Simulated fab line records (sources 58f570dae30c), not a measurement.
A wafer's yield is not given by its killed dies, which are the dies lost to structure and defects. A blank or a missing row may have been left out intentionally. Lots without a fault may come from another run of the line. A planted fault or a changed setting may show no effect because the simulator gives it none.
One fault seen from 2 desks | flow berkeleyCmos170 | what lay behind the numbers comes last; until then each desk has only its own

== METROLOGY DESK ==
Lot by lot, what the gauges showed, no matter which tool ran the lot: averages of those sampled wafers that carry a number. A lot is out of limits, marked OUT, if its mean lies more than 4 standard deviations from the usual mean; the brackets give that distance.
Columns: A = cdNm at UCB170_V1_CD_MEAS_12, usual 699.7 nm; B = cdNm at UCB170_V2_CD_MEAS_90, usual 699.5 nm; C = M3_AL_RS at UCB170_M3_RS_MEAS_02, usual 0.0325 ohm/sq; D = M3_AL_THK at UCB170_M3_THK_MEAS_03, usual 884 nm; E = M3_OVL at UCB170_M3_OVL_MEAS_16, usual 0 nm
lot  | first seen here | A     | B     | C                | D             | E
L659 | day 8 05:46     | 698.8 | 700.2 | 0.0321           | 892           | -7
L660 | day 8 11:01     | 702.2 | 700.0 | 0.0320           | 895           | -4
L661 | day 8 20:10     | 699.6 | 700.6 | 0.0321           | 891           | 4
L662 | day 9 05:13     | 700.5 | 699.2 | 0.0323           | 886           | 2
L667 | day 9 21:17     | 698.2 | 698.7 | 0.0475 (+41) OUT | 611 (-25) OUT | -4
L668 | day 10 19:26    | 699.6 | 699.2 | 0.0325           | 889           | -2
L672 | day 11 03:36    | 699.0 | 699.1 | 0.0321           | 895           | -3
L670 | day 11 04:21    | 701.8 | 699.8 | 0.0457 (+36) OUT | 626 (-23) OUT | 7
L675 | day 11 16:31    | 698.0 | 700.1 | 0.0321           | 901           | 2
L674 | day 11 20:32    | 699.0 | 698.9 | 0.0327           | 872           | -2
L678 | day 13 12:25    | 699.2 | 701.7 | 0.0325           | 878           | 1
L679 | day 13 20:40    | 698.2 | 700.5 | 0.0323           | 892           | -6
L682 | day 13 23:19    | 697.1 | 698.2 | 0.0321           | 901           | -8
L681 | day 14 01:39    | 700.5 | 700.0 | 0.0320           | 889           | 3
This desk reports L667, L670 out of limits; the earliest was L667 at day 10 05:35 (M3_AL_RS at UCB170_M3_RS_MEAS_02). L659, L660, L661, L662, L668, L672, L675, L674, L678, L679, L682, L681 stayed within limits.

== FOR THE TOOL OWNER'S DESK: pvdSputter-02 ==
The tool's own readings at UCB170_M3_SPUTTER_01 (material Al, target thk 900 nm, time 120 s): means of the sampled wafers that have a number, for each lot that ran on this tool. A lot is out of limits, marked OUT, if its mean lies more than 4 standard deviations from the usual mean; the brackets give that distance.
Columns: A = cathodeDcPowerW at UCB170_M3_SPUTTER_01, usual 6000.0 W; B = chamberPressurePa at UCB170_M3_SPUTTER_01, usual 0.5002 Pa; C = throttleValvePct at UCB170_M3_SPUTTER_01, usual 29.9 %
lot  | first seen here | A                        | B      | C
L660 | day 8 16:43     | 6000.7                   | 0.5006 | 29.5
L667 | day 10 05:31    | 4263.9 (-99 or more) OUT | 0.5005 | 28.9
L670 | day 11 09:41    | 4262.7 (-99 or more) OUT | 0.5005 | 29.9
L682 | day 14 09:14    | 5999.9                   | 0.4997 | 29.0
This desk finds L667, L670 out of limits, L667 being first, at day 10 05:31 (cathodeDcPowerW at UCB170_M3_SPUTTER_01). L660, L682 stayed within limits.

== ALL TOGETHER ==
At day 10 05:31, on L667, L670, the tool owner's desk was in a position to raise an alarm.
The metrology desk could have raised an alarm at day 10 05:35, on L667, L670.
On pvdSputter-02, each named lot ran UCB170_M3_SPUTTER_01.

== WHAT THE SIMULATOR HAD PUT IN ==
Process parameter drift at UCB170_M3_SPUTTER_01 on pvdSputter-02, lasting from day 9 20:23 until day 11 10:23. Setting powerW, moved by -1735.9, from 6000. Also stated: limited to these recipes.
Struck lots among those shown: L667, L670.
Hours from the fault's start to each desk's first reading out of limits: the tool owner's desk, 9; the metrology desk, 9.
